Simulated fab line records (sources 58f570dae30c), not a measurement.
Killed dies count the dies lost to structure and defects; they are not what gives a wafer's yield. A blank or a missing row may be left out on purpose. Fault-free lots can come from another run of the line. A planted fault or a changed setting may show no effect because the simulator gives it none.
Which tool did it? -- flow berkeley cmos170 -- Sampling: 14 lots, 42 wafers, 4 of 331 route steps

== WHAT EACH GAUGE READ, for each wafer ==
UCB170_SPACER_THK_MEAS_01. Usual: SPACER_TEOS_THK gives 376 nm (standard deviation 4.4).
lot,measured,on,SPACER_TEOS_THK (nm),flag
L641,day 6 03:37,film metro-01,370 370 378,
L643,day 6 15:37,film metro-04,373 373 382,
L644,day 7 04:56,film metro-01,376 370 380,
L646,day 7 05:16,film metro-04,367 368 377,
L648,day 8 04:43,film metro-03,374 374 376,
L647,day 8 04:27,film metro-04,369 377 377,
L653,day 8 14:20,film metro-01,370 378 381,
L655,day 9 06:37,film metro-04,375 373 381,
L654,day 9 06:49,film metro-01,377 376 383,
L657,day 9 16:35,film metro-03,371 380 375,
L659,day 10 06:20,film metro-03,368 375 376,
L660,day 10 15:31,film metro-04,378 383 386,
L662,day 10 21:06,film metro-01,378 380 379,
L664,day 11 18:10,film metro-04,376 376 379,

UCB170_PSD_OVL_MEAS_07. Usual: PSD_OVL gives -2 nm (standard deviation 4.8).
lot,measured,on,PSD_OVL (nm),flag
L641,day 6 13:35,overlay-01,1 -6 0,
L643,day 6 20:41,overlay-01,-1 1 -8,
L644,day 7 09:56,overlay-01,-7 -8 -8,
L646,day 7 09:47,overlay-01,-11 -5 -3,
L648,day 8 10:12,overlay-01,-8 -4 -1,
L647,day 8 09:56,overlay-02,-8 0 0,
L653,day 8 21:07,overlay-02,6 5 5,
L655,day 9 14:20,overlay-02,9 -2 -2,
L654,day 9 14:34,overlay-01,0 1 -3,
L657,day 10 00:19,overlay-01,2 5 3,
L659,day 10 13:34,overlay-01,-2 4 -2,
L660,day 10 22:29,overlay-01,-9 -8 -1,
L662,day 11 06:32,overlay-01,1 -3 1,
L664,day 12 03:57,overlay-02,-9 6 5,

UCB170_SDANNEAL_RS_MEAS_05: a four-point-probe measurement. Usual: NLDD_RS gives 616.6 ohm/sq (standard deviation 1.4).
lot,measured,on,NLDD_RS (ohm/sq),flag
L641,day 6 16:50,film metro-03,616.8 616.9 617.8,
L643,day 7 02:17,film metro-02,618.2 616.5 617.7,
L644,day 7 14:25,film metro-03,618.6 617.4 618.4,
L646,day 7 14:01,film metro-01,618.7 616.0 617.7,
L648,day 8 14:11,film metro-01,616.6 615.9 615.6,
L647,day 8 13:58,film metro-03,615.8 615.4 616.6,
L653,day 9 00:42,film metro-03,617.4 618.8 617.4,
L655,day 9 19:23,film metro-01,616.7 617.0 616.1,
L654,day 9 19:12,film metro-02,613.2 614.8 615.1,
L657,day 10 04:44,film metro-03,617.7 616.5 617.0,
L659,day 10 17:31,film metro-02,617.7 615.5 615.7,
L660,day 11 01:58,film metro-02,616.8 618.4 617.9,
L662,day 11 10:14,film metro-02,615.4 616.9 614.0,
L664,day 12 10:21,film metro-03,616.9 616.7 617.0,

== EACH LOT AND THE TOOL THAT RAN IT (in order: tool; ch and the chambers of the sampled wafers; start) ==
lot,UCB170_GATE_COAT_07
L641,"litho track-02 ch 0, day 5 21:00"
L643,"litho track-03 ch 0, day 6 10:00"
L644,"litho track-02 ch 0, day 6 22:00"
L646,"litho track-03 ch 0, day 6 22:00"
L648,"litho track-01 ch 0, day 7 23:00"
L647,"litho track-03 ch 0, day 7 23:00"
L653,"litho track-03 ch 0, day 8 08:00"
L655,"litho track-03 ch 0, day 9 00:00"
L654,"litho track-02 ch 0, day 9 00:00"
L657,"litho track-01 ch 0, day 9 11:00"
L659,"litho track-01 ch 0, day 10 00:00"
L660,"litho track-01 ch 0, day 10 09:00"
L662,"litho track-02 ch 0, day 10 15:00"
L664,"litho track-02 ch 0, day 11 11:00"
- UCB170_GATE_COAT_07: resist thk 900 nm.

== WHAT THE TOOLS THEMSELVES READ (means of the sampled wafers that have a number; where no wafer has one, the mark that the record gives instead) ==
UCB170_GATE_COAT_07. Usual: resist line temp C 22.98 C, standard deviation 0.11; spin speed rpm 1500.1 rpm, standard deviation 0.88.
lot,tool,resist line temp C (C),spin speed rpm (rpm),flag
L641,litho track-02,22.96,1500.8,
L643,litho track-03,23.02,1500.4,
L644,litho track-02,23.10,1499.8,
L646,litho track-03,22.96,1499.9,
L648,litho track-01,22.87,1500.2,
L647,litho track-03,23.01,1499.9,
L653,litho track-03,23.02,1556.5,OFF
L655,litho track-03,22.85,1556.9,OFF
L654,litho track-02,22.80,1499.7,
L657,litho track-01,23.11,1499.8,
L659,litho track-01,23.05,1500.4,
L660,litho track-01,23.04,1500.2,
L662,litho track-02,22.85,1501.4,
L664,litho track-02,22.98,1500.3,

== THE ANSWER, worked out from the rows above alone ==
Rule: lot off if the mean of its wafers having a number is beyond 3 standard deviations from the usual mean. A lot without any number at a reading at which 4 lots or more have one is off too. Any other lot the step has rows for is counted as sound. After the gauges, taken in route order, come the tools' own readings; for these a lot's mean is taken, as printed above. The first step at which some lot is off is used, and at that step the reading that is off furthest; a lot without a number counts as furthest.
Off at UCB170_GATE_COAT_07 (spin speed rpm): L653, L655.
If a tool, at that step or one of the process steps before it, ran each lot that is off and ran no sound lot following the first of them, it fits. One fits: litho track-03 at UCB170_GATE_COAT_07. Its last sound lot is L647 (day 7 23:00), its first lot that is off L653 (day 8 08:00): a fault that began between those two fits.
The tool's own readings at UCB170_GATE_COAT_07 bear it out: on the lots that are off they differ by more than 5 times the standard deviation of the sound lots' means. spin speed rpm reads 1556.7 rpm there against 1500.2 rpm on the sound lots.

== WHAT THE SIMULATOR HAD INSERTED ==
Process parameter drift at UCB170_GATE_COAT_07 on litho track-03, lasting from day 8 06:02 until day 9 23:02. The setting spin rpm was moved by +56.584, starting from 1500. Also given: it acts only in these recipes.
Shown lots that were struck: L653, L655. This agrees with what the rule above found.
